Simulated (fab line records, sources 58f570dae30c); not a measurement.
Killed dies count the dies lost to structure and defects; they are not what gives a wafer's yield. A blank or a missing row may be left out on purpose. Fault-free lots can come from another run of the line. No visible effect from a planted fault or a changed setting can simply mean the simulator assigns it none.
Comparing a struck lot with a sound one ; flow berkeleyCmos170 ; 14 steps out of a route of 331
Sound: the wafers L657.1, L657.2, L657.6. Wafers struck: L671.2, L671.5, L671.6. At the end, the cause is stated.
For every step that has rows: the tool of each side, followed by ch and its chambers, followed by its first start. Under that, the readings that differ: sound wafers ; struck wafers ; difference of the means ; sigmas: that difference in standard deviations of wafers without a fault.
alike: a reading whose means differ by less than 2 such deviations, as well as words and numbers matching on both sides. not compared: withheld readings; readings where some wafer has no value; bounds like >300 that might hide an equal value; numbers whose values overlap and for which the record gives no deviation.
Wherever a step has rows on one side only, a row that says differs or no value, or a row with sigmas, the two part there. Numbers that don't overlap but have no deviation are shown without sigmas and don't part them. A reading that every wafer of one side lacks parts them only if that side has two wafers or more.

first, 3 steps without rows for these wafers: UCB170_PWELL_EXPOSE_10 (exposes mask PWELL, target cd 3000 nm); UCB170_PWELL_PEB_11; UCB170_PWELL_DEVELOP_12 (develop time 45 s).
UCB170_PWELL_OVL_MEAS_13:
  struck on overlay-02, day 6 06:17; sound on overlay-01, day 2 20:41
  alike: PWELL_OVL
UCB170_PWELL_ETCH_14: etches Si3N4 in CH3F/Ar/O2, stops on SiO2, target depth 242 nm, time 151 s.
  sound on rieDiel-04 ch 1,3, day 2 20:43; struck on rieDiel-04 ch 0,3, day 6 06:19
  alike: chamberPressureMTorr, drypumpMotorCurrentA, oesProductAu, throttleValvePct
  not compared: rfHoursCounterH
after that, 1 step had no rows for these wafers: UCB170_PWELL_IMPLANT_15.
UCB170_PWELL_STRIP_16: strips in O2.
  sound on plasmaAsher-01 ch 0,1, day 2 20:58; struck on plasmaAsher-03 ch 0,1, day 6 06:34
  alike: chamberPressureMTorr, drypumpMotorCurrentA, o2FlowSccm, oesProductAu, stripTimeToEndpointS
  not compared: rfHoursCounterH
UCB170_PWELL_TW_MEAS_17:
  struck on filmMetro-03, day 6 06:40; sound on filmMetro-03, day 2 21:04
  alike: PWELL_TW
then, 4 steps without rows for these wafers: UCB170_PWELL_CLEAN_18 (cleans in SPM, time 600 s); UCB170_PWELL_WET_ETCH_19 (etches Si3N4 in H3PO4, time 14400 s); UCB170_PWELL_WET_ETCH_20 (etches SiO2 in BOE, time 22 s); UCB170_WELLDRIVE_CLEAN_00 (cleans in SPM, time 600 s).
UCB170_WELLDRIVE_OXIDATION_01: target thk 199 nm, ox time 9000 s.
  struck on furnace-01, day 6 19:07; sound on furnace-01 ch 0, day 3 11:01
  no value came back on the struck wafers for oxTempC (C), oxTempCMax, spikeTcCentreC (C), zonePowerLoadPct (%); on the sound wafers oxTempC (C) reads 1099.8 1100.2 1100.0
then, 1 step without rows for these wafers: UCB170_WELLDRIVE_ANNEAL_03 (time 900 s).

WHERE THEY PART
UCB170_WELLDRIVE_OXIDATION_01 only, going by this record.

WHY: what the simulator had put in
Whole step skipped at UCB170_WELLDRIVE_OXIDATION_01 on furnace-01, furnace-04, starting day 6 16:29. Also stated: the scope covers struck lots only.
